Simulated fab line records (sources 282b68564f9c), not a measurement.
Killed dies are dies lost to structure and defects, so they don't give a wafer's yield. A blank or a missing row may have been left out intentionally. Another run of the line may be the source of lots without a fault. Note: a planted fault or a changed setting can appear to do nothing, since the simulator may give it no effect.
fab line records	flow rit_cmos
record: lots: 6	wafers: 18	last_day: 7
route steps=202 shown GATE@83 M1@202
lots untouched by any fault: they come from a run of this same line in which no faults occurred
start_h: hours from the record's opening day to when the first of the lot's shown wafers began	wait_h: hours elapsed since this lot's preceding step	" as in the row above	L1.1+2: one row covering several wafers at once	- no value, or no start given	* or withheld: withheld	< > ~ a bound
route shown NAME@n: NAME is a module with steps in the file, n the number in the route of the first one	usual: mean/standard deviation of fault-free wafers	same: alike in all rows	chamber/n: place in a boat	sites: per-site readings	_std_site: their standard deviation	_edge_site: mean of outer sites minus mean of inner sites	radius_mm: for every site, how far away it sits from the centre of the wafer	mask NAME#n: copy n	behind: the tool/chamber that last shaped the wafer	hold: reason for holding the lot/hours on hold/outcome of the hold	device: whichever transistor did not switch (one of n, p or np)	end of line: the route-end tests of the same wafers	a step given without rows: its recipe and nothing more	killed: at the first sort, the dies lost to defects and structure; wafer yield is something else	map: dies across one wafer; x = killed, . = not, _ = none there
set.NAME: the run value of the setting; set.NAME@STEP: its run value at that earlier step	model.NAME: the simulator's own value behind a step, which no gauge read
lots at selected steps of the route; one table per step, one row per wafer
services: from which hour (start_h, from the record's first day; less than 0 if before it) a tool's chamber was out of use, for how many hours, and why
== steps ==
step: RIT_GATE_THK_MEAS_07
recipe: reads: SiO2_of_GATE_OXIDATION_05
usual: GATE_OXIDE_THK: 2.98/0.065
lot.wafer	tool	chamber	start_h	wait_h	GATE_OXIDE_THK[nm]
L240.1	film_metro-02	-	48.70	0.0	3.08
L240.3	"	-	"	"	3.01
L240.4	"	-	"	"	2.99
L247.2	film_metro-04	-	84.41	0.0	2.95
L247.3	"	-	"	"	2.96
L247.5	"	-	"	"	2.95
L251.3	film_metro-01	-	101.07	0.0	3.00
L251.5	"	-	"	"	2.98
L251.6	"	-	"	"	2.99
L252.4	film_metro-01	-	108.73	0.0	2.90
L252.5	"	-	"	"	2.89
L252.6	"	-	"	"	2.97
L257.3	film_metro-02	-	131.46	0.0	3.03
L257.5	"	-	"	"	3.06
L257.6	"	-	"	"	3.05
L260.1	film_metro-04	-	148.45	0.0	3.05
L260.3	"	-	"	"	2.93
L260.4	"	-	"	"	2.97
step: RIT_GATE_CVD_08
recipe: material: poly-Si	target_thk_nm: 250	temp_c: 610	precursor: SiH4	time_s: 2220	pressure_mtorr: 300	sih4_flow_sccm: 100
step: RIT_GATE_THK_MEAS_09
recipe: reads: poly-Si_of_GATE_CVD_08
usual: GATE_POLY_THK: 249.9/2.3
lot.wafer	tool	chamber	start_h	wait_h	GATE_POLY_THK[nm]
L240.1	film_metro-02	-	50.38	0.0	245.8
L240.3	"	-	"	"	247.3
L240.4	"	-	"	"	247.6
L247.2	film_metro-02	-	86.09	0.0	249.3
L247.3	"	-	"	"	248.0
L247.5	"	-	"	"	248.2
L251.3	film_metro-02	-	102.80	0.0	244.3
L251.5	"	-	"	"	247.2
L251.6	"	-	"	"	245.3
L252.4	film_metro-02	-	110.41	0.0	249.9
L252.5	"	-	"	"	248.7
L252.6	"	-	"	"	250.3
L257.3	film_metro-01	-	133.13	0.0	249.6
L257.5	"	-	"	"	248.7
L257.6	"	-	"	"	248.3
L260.1	film_metro-04	-	150.13	0.0	247.9
L260.3	"	-	"	"	247.7
L260.4	"	-	"	"	251.2
step: RIT_GATE_HMDS_10
recipe: prime_time_s: 60	prime_temp_c: 140
step: RIT_GATE_COAT_11
recipe: resist: NOVOLAK	spin_rpm: 4250	resist_thk_nm: 850
step: RIT_GATE_SOFTBAKE_12
recipe: resist: NOVOLAK	temp_c: 90	time_s: 60
step: RIT_GATE_EXPOSE_13
recipe: mask_id: M6	na: 0.6	source_shape: conventional	sigma_outer: 0.6	target_cd_nm: 150	dose_mj: 380
step: RIT_GATE_PEB_14
recipe: resist: NOVOLAK	temp_c: withheld	time_s: withheld
step: RIT_GATE_DEVELOP_15
recipe: resist: NOVOLAK	develop_time_s: 50	dev_temp_c: 23
step: RIT_GATE_CD_MEAS_16
recipe: target_cd_nm: 150
usual: cd_nm: 149.6/2.5
lot.wafer	tool	chamber	start_h	wait_h	cd_nm
L240.1	cd_sem-02	-	51.54	-	148.3
L240.3	"	-	"	"	147.2
L240.4	"	-	"	"	146.6
L247.2	cd_sem-01	-	87.13	-	144.6
L247.3	"	-	"	"	144.3
L247.5	"	-	"	"	146.9
L251.3	cd_sem-01	-	103.88	-	148.6
L251.5	"	-	"	"	147.3
L251.6	"	-	"	"	147.8
L252.4	cd_sem-02	-	111.35	-	148.2
L252.5	"	-	"	"	148.2
L252.6	"	-	"	"	148.9
L257.3	cd_sem-01	-	134.19	-	149.2
L257.5	"	-	"	"	149.6
L257.6	"	-	"	"	148.1
L260.1	cd_sem-02	-	151.04	-	147.7
L260.3	"	-	"	"	146.8
L260.4	"	-	"	"	148.3
step: RIT_GATE_OVL_MEAS_17
usual: GATE_OVL: 0.6/1.5
lot.wafer	tool	chamber	start_h	wait_h	GATE_OVL[nm]
L240.1	overlay-01	-	51.66	0.1	0.3
L240.3	"	-	"	"	0.7
L240.4	"	-	"	"	-0.2
L247.2	overlay-02	-	87.24	0.1	-0.4
L247.3	"	-	"	"	-0.3
L247.5	"	-	"	"	1.1
L251.3	overlay-02	-	103.97	0.1	-1.9
L251.5	"	-	"	"	-1.9
L251.6	"	-	"	"	-1.7
L252.4	overlay-01	-	111.42	0.1	0.6
L252.5	"	-	"	"	2.1
L252.6	"	-	"	"	3.9
L257.3	overlay-01	-	134.28	0.1	-1.1
L257.5	"	-	"	"	0.5
L257.6	"	-	"	"	-0.2
L260.1	overlay-02	-	151.16	0.1	-0.2
L260.3	"	-	"	"	-1.9
L260.4	"	-	"	"	0.5
step: RIT_GATE_HARDBAKE_18
recipe: resist: NOVOLAK	temp_c: 140	time_s: 60
step: RIT_GATE_ETCH_19
recipe: chemistry: SF6/CHF3/O2	time_s: 168.1	SF6_flow_sccm: 30	CHF3_flow_sccm: 30	O2_flow_sccm: 5	target: poly-Si	pressure_mtorr: 40	rf_w: 160	target_depth_a: 3125	over_etch_frac: 0.25	stop_on: SiO2
usual: drypump_motor_current_A: 5.7/0.42	oes_product_au: 0.841/0.012	throttle_valve_pct: 10.24/0.15
lot.wafer	tool	chamber	start_h	wait_h	drypump_motor_current_A	oes_product_au	rf_hours_counter_h	throttle_valve_pct	model.etch.depth_nm	model.GATE.feature_depth_nm	model.NOVOLAK_of_GATE_COAT_11.thk_nm
L240.1	rie_si-02	0	51.89	0.1	5.1	0.811	110	10.40	246	246	666.3
L240.3	"	3	"	"	5.9	0.829	118	10.03	247.4	247.4	669.6
L240.4	"	1	"	"	5.4	0.828	60	10.48	247.7	247.7	668.5
L247.2	rie_si-01	3	87.42	0.1	5.1	0.838	41	10.29	249.3	249.3	670.4
L247.3	"	2	"	"	5.7	0.848	0	10.47	248.1	248.1	667
L247.5	"	3	"	"	5.1	0.841	-	10.28	248.1	248.1	669.6
L251.3	rie_si-02	2	104.23	0.1	6.1	0.759	68	10.16	213.9	213.9	695.3
L251.5	"	3	"	"	5.8	0.827	-	10.04	247.3	247.3	669.2
L251.6	"	0	"	"	5.1	0.811	-	10.39	245.4	245.4	668.5
L252.4	rie_si-02	3	111.59	0.1	5.8	0.835	118	10.03	249.9	249.9	674.1
L252.5	"	1	"	"	5.4	0.835	-	10.48	248.7	248.7	672.4
L252.6	"	2	"	"	6.1	0.759	-	10.17	214.7	214.7	698.8
L257.3	rie_si-01	1	134.45	0.1	6.3	0.844	25	10.19	249.5	249.5	671.7
L257.5	"	3	"	"	5.1	0.843	-	10.27	248.8	248.8	673.4
L257.6	"	0	"	"	5.7	0.856	-	10.11	248.3	248.3	673.1
L260.1	rie_si-01	2	151.34	0.1	5.7	0.845	0	10.48	248	248	664.8
L260.3	"	1	"	"	6.3	0.838	25	10.17	247.7	247.7	669.5
L260.4	"	3	"	"	5.1	0.831	41	10.28	251.3	251.3	673
step: RIT_GATE_STRIP_20
recipe: chemistry: O2	time_s: 180	resist: NOVOLAK	platen_temp_c: withheld	power_w: 500	pressure_mtorr: 4000	o2_flow_sccm: 4000
usual: drypump_motor_current_A: 5.4/0.38
lot.wafer	tool	chamber	start_h	wait_h	drypump_motor_current_A	rf_hours_counter_h
L240.1	plasma_asher-04	0	52.00	0.1	5.7	27
L240.3	"	0	"	"	5.7	-
L240.4	"	1	"	"	5.2	-
L247.2	plasma_asher-01	1	87.52	0.1	5.4	44
L247.3	"	0	"	"	4.9	-
L247.5	"	1	"	"	5.4	-
L251.3	plasma_asher-04	1	104.40	0.1	5.2	-
L251.5	"	0	"	"	5.7	-
L251.6	"	1	"	"	5.2	-
L252.4	plasma_asher-04	1	111.76	0.1	5.2	-
L252.5	"	1	"	"	5.2	-
L252.6	"	0	"	"	5.8	-
L257.3	plasma_asher-04	1	134.62	0.1	5.2	-
L257.5	"	0	"	"	5.8	-
L257.6	"	1	"	"	5.2	-
L260.1	plasma_asher-02	1	151.45	0.1	6.2	4
L260.3	"	0	"	"	5.3	-
L260.4	"	1	"	"	6.2	-
step: RIT_M1_PROBE_99
usual: killed_at_contacts: 0.1/0.27	killed_at_front_end: 7/3.3	killed_dies: 7/3.3	killed_on_rim: 2.0/1.5	killed_open: 3.5/2	killed_short: 3.8/2.2
same: gross_dies: 264	killed_at_M0_to_M3: 0	killed_at_M4_up: 0	killed_at_back_side: 0	killed_at_other: 0
lot.wafer	tool	chamber	start_h	wait_h	killed_at_contacts	killed_at_front_end	killed_dies	killed_on_rim	killed_open	killed_short
L240.1	prober-02	-	75.54	0.1	0	5	5	2	3	2
L240.3	prober-02	-	75.64	0.2	0	8	8	2	3	5
L240.4	prober-02	-	75.69	0.2	0	5	5	4	1	4
L247.2	prober-01	-	107.63	0.1	0	6	6	0	3	3
L247.3	prober-01	-	107.68	0.2	0	4	4	2	1	3
L247.5	prober-01	-	107.78	0.2	1	8	9	4	5	4
L251.3	prober-01	-	127.17	0.2	0	264	264	70	2	1
L251.5	prober-01	-	127.27	0.2	0	4	4	1	3	1
L251.6	prober-01	-	127.32	0.2	0	10	10	5	4	6
L252.4	prober-02	-	132.44	0.2	0	10	10	2	4	6
L252.5	prober-02	-	132.49	0.2	0	6	6	2	3	3
L252.6	prober-02	-	132.54	0.2	0	264	264	70	4	3
L257.3	prober-01	-	154.77	0.2	0	8	8	4	3	4
L257.5	prober-01	-	154.87	0.2	0	6	6	0	4	2
L257.6	prober-01	-	154.92	0.2	0	4	4	0	2	2
L260.1	prober-02	-	173.35	0.1	0	7	7	2	3	4
L260.3	prober-02	-	173.45	0.2	0	9	9	3	4	5
L260.4	prober-02	-	173.50	0.2	0	8	8	4	2	6
killed by level:class
L240.1 GATE:geometric_particle:short=2 GATE:geometric_particle:open=1 REOX:geometric_particle:open=1 SPACER:geometric_particle:open=1
L240.3 GATE:geometric_particle:short=3 GATE:geometric_particle:open=1 REOX:geometric_particle:open=1 REOX:geometric_particle:short=1 SILICIDE:geometric_particle:open=1 SILICIDE:geometric_particle:short=1
L240.4 FOX1:geometric_particle:short=2 GATE:geometric_particle:short=1 REOX:geometric_particle:open=1 SPACER:geometric_particle:short=1
L247.2 FOX1:geometric_particle:short=1 FOX1:geometric_particle:open=1 FOX2:geometric_particle:open=1 GATE:geometric_particle:short=1 SPACER:geometric_particle:open=1 SILICIDE:geometric_particle:short=1
L247.3 FOX2:geometric_particle:short=2 SPACER:geometric_particle:short=1 SILICIDE:geometric_particle:open=1
L247.5 FOX1:geometric_particle:open=2 FOX1:geometric_particle:short=1 GATE:geometric_particle:open=1 GATE:geometric_particle:short=1 REOX:geometric_particle:short=1 REOX:geometric_particle:open=1 SPACER:geometric_particle:open=1 CONTACT:geometric_particle:short=1
L251.3 GATE:area_etch=261 GATE:geometric_particle:open=1 GATE:geometric_particle:short=1 SPACER:geometric_particle:open=1
L251.5 GATE:geometric_particle:open=2 SPACER:geometric_particle:open=1 SILICIDE:geometric_particle:short=1
L251.6 SILICIDE:geometric_particle:short=3 FOX1:geometric_particle:short=2 GATE:geometric_particle:open=2 FOX2:geometric_particle:open=1 GATE:geometric_particle:short=1 SILICIDE:geometric_particle:open=1
L252.4 FOX2:geometric_particle:short=3 FOX1:geometric_particle:open=2 FOX1:geometric_particle:short=1 FOX2:geometric_particle:open=1 GATE:geometric_particle:short=1 SPACER:geometric_particle:short=1 SILICIDE:geometric_particle:open=1
L252.5 FOX1:geometric_particle:short=3 REOX:geometric_particle:open=2 SILICIDE:geometric_particle:open=1
L252.6 GATE:area_etch=257 SILICIDE:geometric_particle:open=2 FOX2:geometric_particle:short=1 FOX2:geometric_particle:open=1 GATE:geometric_particle:short=1 REOX:geometric_particle:short=1 SPACER:geometric_particle:open=1
L257.3 GATE:geometric_particle:short=2 GATE:geometric_particle:open=2 FOX1:geometric_particle:short=1 FOX1:geometric_particle:open=1 SILICIDE:geometric_particle:short=1 NWELL:coat_microbubble_printed=1
L257.5 GATE:geometric_particle:open=3 FOX1:geometric_particle:open=1 FOX1:geometric_particle:short=1 GATE:geometric_particle:short=1
L257.6 ACTIVE:geometric_particle:open=1 GATE:geometric_particle:short=1 REOX:geometric_particle:short=1 SPACER:geometric_particle:open=1
L260.1 SPACER:geometric_particle:short=2 FOX2:geometric_particle:open=1 GATE:geometric_particle:open=1 GATE:geometric_particle:short=1 REOX:geometric_particle:open=1 SILICIDE:geometric_particle:short=1
L260.3 FOX1:geometric_particle:open=3 GATE:geometric_particle:short=3 FOX1:geometric_particle:short=1 SILICIDE:geometric_particle:open=1 SILICIDE:geometric_particle:short=1
L260.4 SPACER:geometric_particle:open=2 SPACER:geometric_particle:short=2 SILICIDE:geometric_particle:short=2 FOX1:geometric_particle:short=1 GATE:geometric_particle:short=1
map L251.3 (x killed, . not)
________xxxxxxx_______
_____xxxxxxxxxxxxx____
____xxxxxxxxxxxxxxx___
___xxxxxxxxxxxxxxxxx__
__xxxxxxxxxxxxxxxxxxx_
__xxxxxxxxxxxxxxxxxxx_
_xxxxxxxxxxxxxxxxxxxxx
_xxxxxxxxxxxxxxxxxxxxx
_xxxxxxxxxxxxxxxxxxxxx
_xxxxxxxxxxxxxxxxxxxxx
__xxxxxxxxxxxxxxxxxxx_
__xxxxxxxxxxxxxxxxxxx_
___xxxxxxxxxxxxxxxxx__
____xxxxxxxxxxxxxxx___
_____xxxxxxxxxxxxx____
________xxxxxxx_______
map L252.6 (x killed, . not)
________xxxxxxx_______
_____xxxxxxxxxxxxx____
____xxxxxxxxxxxxxxx___
___xxxxxxxxxxxxxxxxx__
__xxxxxxxxxxxxxxxxxxx_
__xxxxxxxxxxxxxxxxxxx_
_xxxxxxxxxxxxxxxxxxxxx
_xxxxxxxxxxxxxxxxxxxxx
_xxxxxxxxxxxxxxxxxxxxx
_xxxxxxxxxxxxxxxxxxxxx
__xxxxxxxxxxxxxxxxxxx_
__xxxxxxxxxxxxxxxxxxx_
___xxxxxxxxxxxxxxxxx__
____xxxxxxxxxxxxxxx___
_____xxxxxxxxxxxxx____
________xxxxxxx_______
== services ==
tool	chamber	start_h	hours	kind
rie_si-01	1	32.45	21.4	repair
rie_si-01	2	57.26	-	clean
rie_si-01	2	57.26	23.1	scheduled_down
rie_si-01	2	57.26	23.1	vent_cycle
rie_si-01	0	59.27	6.9	repair
rie_si-02	-	62.73	0.3	repair
plasma_asher-02	-	108.75	9.0	pm
plasma_asher-02	0	108.75	9.0	vent_cycle
plasma_asher-02	1	108.75	9.0	vent_cycle
plasma_asher-02	0	117.75	-	clean
plasma_asher-02	1	117.75	-	clean
rie_si-01	2	130.34	5.8	repair
rie_si-01	-	141.44	2.7	repair
== key ==
first_sign: step: RIT_GATE_ETCH_19	reading: oes_product_au	direction: down	sigmas: 6.8	usual: 0.841	struck: 0.759
effect: step: RIT_M1_PROBE_99	reading: killed_at_front_end	direction: up	sigmas: 77	usual: 7	struck: 264
model_effect: step: RIT_GATE_ETCH_19	value: etch.depth_nm	without: 247.4	struck: 214.3
more_kills_born_at: RIT_GATE_ETCH_19@rie_si-02: 518
met_at RIT_GATE_ETCH_19
struck_wafers L251.3,L252.6
later_rows_left_out L251.3,L252.6
tester_left_out L251,L252
fault: kind: process_parameter_drift	tool: rie_si-02	chamber: 2	onset_h: 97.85	steps: RIT_GATE_ETCH_19	channel: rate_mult	offset: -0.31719	shape: step	end_h: 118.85
tester_left_out: of these lots the tester's yield and bins aren't shown, on N5 and GAA mostly nor the transistor test; their killed dies are dies lost to structure and defects alone, not to doping, threshold or leakage, so they don't give the yield
later_rows_left_out: the simulator's readings of these wafers behind a module that went badly wrong aren't trusted and aren't shown, but for the sort
